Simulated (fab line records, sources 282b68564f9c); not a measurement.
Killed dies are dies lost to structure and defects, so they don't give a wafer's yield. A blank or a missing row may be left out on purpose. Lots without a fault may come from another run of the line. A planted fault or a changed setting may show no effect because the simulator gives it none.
Split-lot experiment | flow rit_cmos | 5 lots, 23 wafers read, on a route of 202 steps

THE SPLIT
At RIT_NWELL_IMPLANT_08, the setting energy_kev was moved away from the recipe's 170 on 4 of the 23 wafers read, by +2.2% to +5.0%. The other wafers ran this setting at the recipe's value.

The reading is taken at the split's own step.

THE READING
implant.drp_nm (the simulator's own value, which no gauge read), in nm, at RIT_NWELL_IMPLANT_08. The file gives no usual value for it.

wafer  | tool, chamber at the split | energy_kev as run | against the recipe | implant.drp_nm, nm | against lot-mates on the recipe
L074.2 | implanter-04, 0            | 170               | recipe             | 68.82              | -
L074.3 | implanter-04, 0            | 170               | recipe             | 68.82              | -
L074.4 | implanter-04, 0            | 170               | recipe             | 68.82              | -
L074.5 | implanter-04, 0            | 170               | recipe             | 68.82              | -
L074.6 | implanter-04, 0            | 170               | recipe             | 68.82              | -
L078.1 | implanter-04, 0            | 173.8             | +2.2%              | 69.98              | +1.16
L078.3 | implanter-04, 0            | 173.8             | +2.2%              | 69.98              | +1.16
L078.2 | implanter-04, 0            | 170               | recipe             | 68.82              | -
L078.4 | implanter-04, 0            | 170               | recipe             | 68.82              | -
L078.6 | implanter-04, 0            | 170               | recipe             | 68.82              | -
L082.1 | implanter-01, 0            | 170               | recipe             | 68.82              | -
L082.4 | implanter-01, 0            | 170               | recipe             | 68.82              | -
L082.5 | implanter-01, 0            | 170               | recipe             | 68.82              | -
L083.1 | implanter-02, 0            | 170               | recipe             | 68.82              | -
L083.2 | implanter-02, 0            | 170               | recipe             | 68.82              | -
L083.3 | implanter-02, 0            | 170               | recipe             | 68.82              | -
L083.4 | implanter-02, 0            | 170               | recipe             | 68.82              | -
L083.5 | implanter-02, 0            | 170               | recipe             | 68.82              | -
L085.1 | implanter-02, 0            | 178.5             | +5.0%              | 71.39              | +2.57
L085.6 | implanter-02, 0            | 178.5             | +5.0%              | 71.39              | +2.57
L085.2 | implanter-02, 0            | 170               | recipe             | 68.82              | -
L085.3 | implanter-02, 0            | 170               | recipe             | 68.82              | -
L085.4 | implanter-02, 0            | 170               | recipe             | 68.82              | -

THE FIT
A straight line over all 23 wafers: implant.drp_nm changes by +0.515 nm for each +1% of energy_kev; r = +1.00; the points scatter about the line by 0.0031 nm.
The same after taking each lot's own level away (the mean of its wafers on the recipe; 23 wafers): +0.515 nm for each +1%; r = +1.00; scatter 0.0031 nm.
On that fit, the largest move of energy_kev shifts the reading by 2.6 nm.
The lots' own levels span 68.820 to 68.820 nm.
So the lot-to-lot level changes the slope little: the two slopes agree.
Check: with one of the wafers moved furthest among these (+5.0%) left out of the fit, the line predicts +2.58 nm for it against its lot-mates. It came out at +2.57 nm against them.

OTHER SPLITS ON THESE WAFERS
These wafers also went through other splits before the reading. Each is held against what the fit with the lots' levels taken away leaves over:
other split on the same wafers       | wafers away from the commonest value | r with implant.drp_nm (lot level and that fit taken away)
RIT_ACTIVE_CVD_03 sih2cl2_flow_sccm  | 18                                   | +0.29
RIT_ACTIVE_DEVELOP_10 develop_time_s | 7                                    | -0.35
RIT_ACTIVE_ETCH_13 time_s            | 7                                    | -0.17
RIT_FOX2_CLEAN_02 time_s             | 15                                   | +0.22

THE WHOLE CHAIN: every reading that the file lists as answering this split, in the file's order
step                 | what it does | reading                                                         | change (the file's fit)               | r (the file's)
RIT_NWELL_IMPLANT_08 |              | implant.rp_nm (the simulator's own value, which no gauge read)  | +2.17 nm for each +1% of the setting  | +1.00
RIT_NWELL_IMPLANT_08 |              | implant.drp_nm (the simulator's own value, which no gauge read) | +0.514 nm for each +1% of the setting | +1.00

THE FILE'S OWN FIT
implant.drp_nm changes by +0.514 nm for each +1% of energy_kev, r = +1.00.
